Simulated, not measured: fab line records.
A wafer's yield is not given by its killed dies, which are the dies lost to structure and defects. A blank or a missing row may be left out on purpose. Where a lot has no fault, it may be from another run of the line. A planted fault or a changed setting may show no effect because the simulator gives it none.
fab line records + flow rit_cmos
[record]
- lots = 14
- wafers = 42
- last_day = 8
route steps=202 shown GATE@81
lots untouched by any fault: they come from a run of this same line in which no faults occurred
start_h: the number of hours between the record's first day and the start of the first shown wafer of the lot + wait_h: time in hours since the lot's previous step + " as in the row above + L1.1+2: one row covering several wafers at once + - no value present, or no start provided + * or withheld: withheld + < > ~ a bound
route shown NAME@n: names a module that has steps shown in the file, with the first one's number in the route + usual: average and standard deviation across the fault-free wafers + same: alike in all rows + chamber/n: place in a boat + sites: per-site readings + _std_site: the values' standard deviation + _edge_site: outer sites' mean less inner sites' + radius_mm: for every site, how far away it sits from the centre of the wafer + mask NAME#n: copy n + behind: the tool/chamber that last shaped the wafer + hold: why the lot was held/for how many hours/how that ended + device: the transistor (n, p or np) that didn't switch + end of line: tests of these same wafers at the route's end + a step given without rows: its recipe and nothing more + killed: not the wafer's yield, but the dies lost to structure and defects at the first sort + map: dies across one wafer; x = killed, . = not, _ = none there
set.NAME: the run value of the setting; set.NAME@STEP: its run value at that earlier step + model.NAME: the simulator's own value behind a step, which no gauge read
steps of the route over a sample of lots; a table a step, a row a wafer
services: a tool's chamber out of use, with start hour (start_h, from the record's first day; less than 0 if before it), hours out, and reason
[[steps]]
[step RIT_GATE_OXIDATION_05]
[recipe]
- temp_c = 900
- ambient = O2
- target_thk_a = 30
- ox_time_s = 270
[usual]
- spike_tc_centre_C = 901.7/1.2
- spike_tc_load_C = 924.5/2.6
- spike_tc_source_C = 924.3/1.2
- tube_center_temp_C = 899.99/0.08
- tube_center_temp_C_max = 902.3/0.39
| lot.wafer | tool       | chamber | start_h | wait_h | spike_tc_centre_C | spike_tc_load_C | spike_tc_source_C | tube_center_temp_C | tube_center_temp_C_max |
|-----------|------------|---------|---------|--------|-------------------|-----------------|-------------------|--------------------|------------------------|
| L521.1    | furnace-02 | 0       | 39.69   | 1.4    | 899.9             | 923.0           | 923.5             | 899.98             | 902.6                  |
| L521.2    | "          | 0       | "       | "      | 901.7             | 922.3           | 924.4             | 900.04             | 903.0                  |
| L521.4    | "          | 0       | "       | "      | 900.7             | 922.4           | 923.8             | 899.88             | 902.3                  |
| L522.1    | furnace-02 | 0       | 44.02   | 0.1    | 900.1             | 920.3           | 924.2             | 900.09             | 902.1                  |
| L522.2    | "          | 0       | "       | "      | 900.8             | 922.9           | 923.6             | 900.04             | 902.6                  |
| L522.6    | "          | 0       | "       | "      | 898.7             | 921.9           | 923.0             | 899.95             | 902.4                  |
| L524.2    | furnace-03 | 0       | 53.01   | 0.0    | 902.6             | 924.3           | 923.8             | 899.96             | 902.0                  |
| L524.3    | "          | 0       | "       | "      | 903.0             | 922.9           | 925.6             | 900.09             | 902.1                  |
| L524.5    | "          | 0       | "       | "      | 902.5             | 925.3           | 926.0             | 899.91             | 902.5                  |
| L525.2    | furnace-03 | 0       | 58.34   | 0.0    | 894.9             | 916.5           | 917.1             | 892.68             | 895.3                  |
| L525.3    | "          | 0       | "       | "      | 894.5             | 918.8           | 918.1             | 892.69             | 895.0                  |
| L525.5    | "          | 0       | "       | "      | 894.9             | 917.8           | 918.4             | 892.79             | 894.8                  |
| L527.2    | furnace-03 | 0       | 71.79   | 0.7    | 894.8             | 917.8           | 919.1             | 892.82             | 895.3                  |
| L527.3    | "          | 0       | "       | "      | 895.0             | 917.9           | 917.3             | 892.8              | 894.9                  |
| L527.4    | "          | 0       | "       | "      | 895.4             | 918.9           | 917.0             | 892.76             | 894.6                  |
| L534.2    | furnace-01 | 0       | 102.91  | 0.0    | 902.0             | 929.8           | 923.6             | 899.98             | 903.1                  |
| L534.4    | "          | 0       | "       | "      | 903.8             | 929.0           | 925.3             | 899.92             | 902.1                  |
| L534.5    | "          | 0       | "       | "      | 903.3             | 927.9           | 923.6             | 900.07             | 903.0                  |
| L535.1    | furnace-01 | 0       | 108.91  | 0.1    | 903.6             | 926.1           | 923.6             | 900.11             | 902.1                  |
| L535.5    | "          | 0       | "       | "      | 903.5             | 928.1           | 924.9             | 900.01             | 902.2                  |
| L535.6    | "          | 0       | "       | "      | 903.0             | 929.1           | 923.7             | 899.98             | 902.2                  |
| L536.1    | furnace-02 | 0       | 116.35  | 0.8    | 901.5             | 920.1           | 923.8             | 899.95             | 901.9                  |
| L536.2    | "          | 0       | "       | "      | 901.1             | 920.7           | 921.9             | 900.08             | 903.2                  |
| L536.4    | "          | 0       | "       | "      | 901.8             | 921.6           | 925.9             | 900.03             | 902.3                  |
| L537.1    | furnace-01 | 0       | 120.01  | 1.1    | 902.9             | 928.9           | 925.4             | 899.93             | 901.8                  |
| L537.3    | "          | 0       | "       | "      | 901.9             | 929.1           | 923.5             | 899.97             | 902.3                  |
| L537.5    | "          | 0       | "       | "      | 903.6             | 926.9           | 923.7             | 899.95             | 902.8                  |
| L538.1    | furnace-02 | 0       | 129.27  | 2.1    | 903.4             | 919.9           | 923.8             | 900.18             | 902.3                  |
| L538.3    | "          | 0       | "       | "      | 901.7             | 922.9           | 923.1             | 900.06             | 902.4                  |
| L538.4    | "          | 0       | "       | "      | 902.0             | 921.5           | 924.1             | 899.92             | 903.0                  |
| L540.1    | furnace-02 | 0       | 137.39  | 0.1    | 899.5             | 923.0           | 923.6             | 900.01             | 902.3                  |
| L540.5    | "          | 0       | "       | "      | 899.0             | 920.9           | 922.5             | 899.96             | 902.1                  |
| L540.6    | "          | 0       | "       | "      | 900.5             | 920.2           | 924.8             | 899.93             | 902.1                  |
| L541.3    | furnace-02 | 0       | 141.56  | 1.5    | 900.7             | 923.0           | 923.9             | 900.03             | 902.9                  |
| L541.4    | "          | 0       | "       | "      | 901.3             | 921.8           | 923.4             | 900.05             | 902.4                  |
| L541.5    | "          | 0       | "       | "      | 901.1             | 922.8           | 923.4             | 900.11             | 902.8                  |
| L542.1    | furnace-03 | 0       | 150.30  | 1.3    | 900.8             | 925.3           | 925.0             | 899.85             | 901.7                  |
| L542.3    | "          | 0       | "       | "      | 902.9             | 924.7           | 925.0             | 899.99             | 902.1                  |
| L542.5    | "          | 0       | "       | "      | 901.3             | 926.4           | 923.4             | 900                | 902.1                  |
| L543.1    | furnace-02 | 0       | 154.48  | 0.1    | 902.0             | 922.6           | 923.5             | 899.97             | 902.4                  |
| L543.2    | "          | 0       | "       | "      | 901.4             | 921.7           | 924.1             | 900.07             | 902.6                  |
| L543.3    | "          | 0       | "       | "      | 903.2             | 920.9           | 924.6             | 899.99             | 902.7                  |
[step RIT_GATE_THK_MEAS_07]
[recipe]
- reads = SiO2_of_GATE_OXIDATION_05
[usual]
- GATE_OXIDE_THK = 3.01/0.077
| lot.wafer | tool          | chamber | start_h | wait_h | GATE_OXIDE_THK[nm] |
|-----------|---------------|---------|---------|--------|--------------------|
| L521.1    | film_metro-03 | -       | 41.02   | 0.0    | 2.93               |
| L521.2    | "             | -       | "       | "      | 2.93               |
| L521.4    | "             | -       | "       | "      | 2.96               |
| L522.1    | film_metro-03 | -       | 46.17   | 0.0    | 2.95               |
| L522.2    | "             | -       | "       | "      | 3.00               |
| L522.6    | "             | -       | "       | "      | 2.98               |
| L524.2    | film_metro-02 | -       | 54.35   | 0.0    | 3.08               |
| L524.3    | "             | -       | "       | "      | 3.06               |
| L524.5    | "             | -       | "       | "      | 3.11               |
| L525.2    | film_metro-04 | -       | 59.68   | 0.0    | 2.76               |
| L525.3    | "             | -       | "       | "      | 2.77               |
| L525.5    | "             | -       | "       | "      | 2.77               |
| L527.2    | film_metro-03 | -       | 73.13   | 0.0    | 2.76               |
| L527.3    | "             | -       | "       | "      | 2.89               |
| L527.4    | "             | -       | "       | "      | 2.85               |
| L534.2    | film_metro-02 | -       | 104.25  | 0.0    | 2.99               |
| L534.4    | "             | -       | "       | "      | 2.98               |
| L534.5    | "             | -       | "       | "      | 2.99               |
| L535.1    | film_metro-03 | -       | 111.83  | 0.0    | 3.01               |
| L535.5    | "             | -       | "       | "      | 3.13               |
| L535.6    | "             | -       | "       | "      | 3.01               |
| L536.1    | film_metro-02 | -       | 120.01  | 0.0    | 3.12               |
| L536.2    | "             | -       | "       | "      | 3.04               |
| L536.4    | "             | -       | "       | "      | 3.10               |
| L537.1    | film_metro-02 | -       | 121.54  | 0.0    | 2.95               |
| L537.3    | "             | -       | "       | "      | 3.03               |
| L537.5    | "             | -       | "       | "      | 3.02               |
| L538.1    | film_metro-02 | -       | 132.53  | 0.0    | 3.04               |
| L538.3    | "             | -       | "       | "      | 3.11               |
| L538.4    | "             | -       | "       | "      | 3.21               |
| L540.1    | film_metro-03 | -       | 138.71  | 0.0    | 3.04               |
| L540.5    | "             | -       | "       | "      | 3.02               |
| L540.6    | "             | -       | "       | "      | 3.03               |
| L541.3    | film_metro-03 | -       | 145.58  | 0.0    | 3.06               |
| L541.4    | "             | -       | "       | "      | 2.97               |
| L541.5    | "             | -       | "       | "      | 2.90               |
| L542.1    | film_metro-04 | -       | 151.63  | 0.0    | 3.03               |
| L542.3    | "             | -       | "       | "      | 2.95               |
| L542.5    | "             | -       | "       | "      | 2.95               |
| L543.1    | film_metro-02 | -       | 155.92  | 0.0    | 3.04               |
| L543.2    | "             | -       | "       | "      | 2.99               |
| L543.3    | "             | -       | "       | "      | 2.98               |
[[services]]
| tool       | chamber | start_h | hours | kind |
|------------|---------|---------|-------|------|
| furnace-03 | -       | 27.02   | 3.2   | pm   |
| furnace-01 | -       | 36.75   | 3.3   | pm   |
| furnace-02 | -       | 76.75   | 4.0   | pm   |
[[key]]
[first_sign]
- step = RIT_GATE_OXIDATION_05
- reading = tube_center_temp_C
- direction = down
- sigmas = 80
- usual = *
- struck = *
[effect]
- step = RIT_GATE_OXIDATION_05
- reading = tube_center_temp_C_max
- direction = down
- sigmas = 19
- usual = *
- struck = *
[effect]
- step = RIT_GATE_THK_MEAS_07
- reading = GATE_OXIDE_THK
- direction = down
- sigmas = 2.7
- usual = 3.01
- struck = 2.80
met_at RIT_GATE_OXIDATION_05
struck_lots L525,L527
tester_left_out L525,L527
onset_between 53.01 58.34
[fault]
- kind = process_parameter_drift
- tool = furnace-03
- chamber = -
- onset_h = 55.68
- steps = RIT_GATE_OXIDATION_05
- channel = temp_c
- offset = *
- shape = step
- end_h = 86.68
- acts_in = *
- stated = *
// tester_left_out: of these lots the tester's yield and bins aren't shown, on N5 and GAA mostly nor the transistor test; their killed dies are dies lost to structure and defects alone, not to doping, threshold or leakage, so they don't give the yield
